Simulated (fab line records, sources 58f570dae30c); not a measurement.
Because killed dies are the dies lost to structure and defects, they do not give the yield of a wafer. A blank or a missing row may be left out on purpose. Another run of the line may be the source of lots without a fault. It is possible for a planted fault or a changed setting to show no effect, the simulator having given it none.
What tool caused it? / flow berkeley_cmos170 / route of 331 steps, sampled at 1 step: 14 lots, 42 wafers

== WHAT THE GAUGES SHOWED, per wafer ==
No reading from a measuring or inspecting step in the record can be judged against a usual standard deviation.

== WHAT TOOL EACH LOT RAN ON (gives the tool, then ch and the chambers of the sampled wafers, and finally the start) ==
lot=L447; UCB170_PWELL_PEB_11=litho_track-01 ch 0, day 3 14:40
lot=L448; UCB170_PWELL_PEB_11=litho_track-04 ch 0, day 3 18:22
lot=L449; UCB170_PWELL_PEB_11=litho_track-04 ch 0, day 3 18:40
lot=L450; UCB170_PWELL_PEB_11=litho_track-04 ch 0, day 4 05:22
lot=L452; UCB170_PWELL_PEB_11=litho_track-03 ch 0, day 4 17:32
lot=L454; UCB170_PWELL_PEB_11=litho_track-04 ch 0, day 5 00:47
lot=L457; UCB170_PWELL_PEB_11=litho_track-04 ch 0, day 6 00:49
lot=L459; UCB170_PWELL_PEB_11=litho_track-04 ch 0, day 6 12:11
lot=L461; UCB170_PWELL_PEB_11=litho_track-04, day 6 19:30
lot=L463; UCB170_PWELL_PEB_11=litho_track-01, day 7 04:28
lot=L466; UCB170_PWELL_PEB_11=litho_track-01 ch 0, day 7 09:31
lot=L465; UCB170_PWELL_PEB_11=litho_track-04 ch 0, day 7 10:07
lot=L467; UCB170_PWELL_PEB_11=litho_track-04 ch 0, day 7 17:04
lot=L468; UCB170_PWELL_PEB_11=litho_track-01 ch 0, day 7 22:41
- UCB170_PWELL_PEB_11

== AS READ BY THE TOOLS THEMSELVES (means over the sampled wafers that have a number; for cases with no such wafer, the mark the record gives instead) ==
UCB170_PWELL_PEB_11. Usual: chill_plate_temp_C 23.01 C, standard deviation 0.12; exhaust_pa 45.1 Pa, standard deviation 0.75; heater_power_total_W 56.80 W, standard deviation 0.045.
lot=L447; tool=litho_track-01; chill_plate_temp_C (C)=22.95; exhaust_pa (Pa)=44.5; heater_power_total_W (W)=56.75; flag=
lot=L448; tool=litho_track-04; chill_plate_temp_C (C)=23.01; exhaust_pa (Pa)=44.8; heater_power_total_W (W)=56.78; flag=
lot=L449; tool=litho_track-04; chill_plate_temp_C (C)=22.88; exhaust_pa (Pa)=45.2; heater_power_total_W (W)=56.83; flag=
lot=L450; tool=litho_track-04; chill_plate_temp_C (C)=22.99; exhaust_pa (Pa)=46.1; heater_power_total_W (W)=56.79; flag=
lot=L452; tool=litho_track-03; chill_plate_temp_C (C)=23.09; exhaust_pa (Pa)=44.8; heater_power_total_W (W)=56.80; flag=
lot=L454; tool=litho_track-04; chill_plate_temp_C (C)=22.88; exhaust_pa (Pa)=45.6; heater_power_total_W (W)=56.81; flag=
lot=L457; tool=litho_track-04; chill_plate_temp_C (C)=22.98; exhaust_pa (Pa)=44.5; heater_power_total_W (W)=56.78; flag=
lot=L459; tool=litho_track-04; chill_plate_temp_C (C)=22.94; exhaust_pa (Pa)=44.0; heater_power_total_W (W)=56.80; flag=
lot=L461; tool=litho_track-04; chill_plate_temp_C (C)=-; exhaust_pa (Pa)=-; heater_power_total_W (W)=-; flag=OFF
lot=L463; tool=litho_track-01; chill_plate_temp_C (C)=-; exhaust_pa (Pa)=-; heater_power_total_W (W)=-; flag=OFF
lot=L466; tool=litho_track-01; chill_plate_temp_C (C)=23.10; exhaust_pa (Pa)=44.9; heater_power_total_W (W)=56.82; flag=
lot=L465; tool=litho_track-04; chill_plate_temp_C (C)=23.00; exhaust_pa (Pa)=44.8; heater_power_total_W (W)=56.81; flag=
lot=L467; tool=litho_track-04; chill_plate_temp_C (C)=23.12; exhaust_pa (Pa)=45.0; heater_power_total_W (W)=56.82; flag=
lot=L468; tool=litho_track-01; chill_plate_temp_C (C)=23.18; exhaust_pa (Pa)=45.3; heater_power_total_W (W)=56.81; flag=

== THE ANSWER, worked out from the rows above alone ==
Rule: take the mean of a lot's wafers that have a number; if it is more than 3 standard deviations from the usual mean, the lot is off. A lot without any number at a reading at which 4 lots or more have one is off too. Where the step has rows for the other lots, those lots are counted as sound. The gauges are gone through in route order, then the tools' own readings, and for those a lot's mean is taken as printed above. At the first step where some lot is off, the reading lying furthest off is the one used; lots without a number count as furthest.
Off: L461, L463, at UCB170_PWELL_PEB_11 (chill_plate_temp_C). Without a number there: L461, L463.
If a tool, at that step or one of the process steps before it, ran each lot that is off and ran no sound lot following the first of them, it fits. None of those tried fits.

== WHAT THE SIMULATOR PUT IN ==
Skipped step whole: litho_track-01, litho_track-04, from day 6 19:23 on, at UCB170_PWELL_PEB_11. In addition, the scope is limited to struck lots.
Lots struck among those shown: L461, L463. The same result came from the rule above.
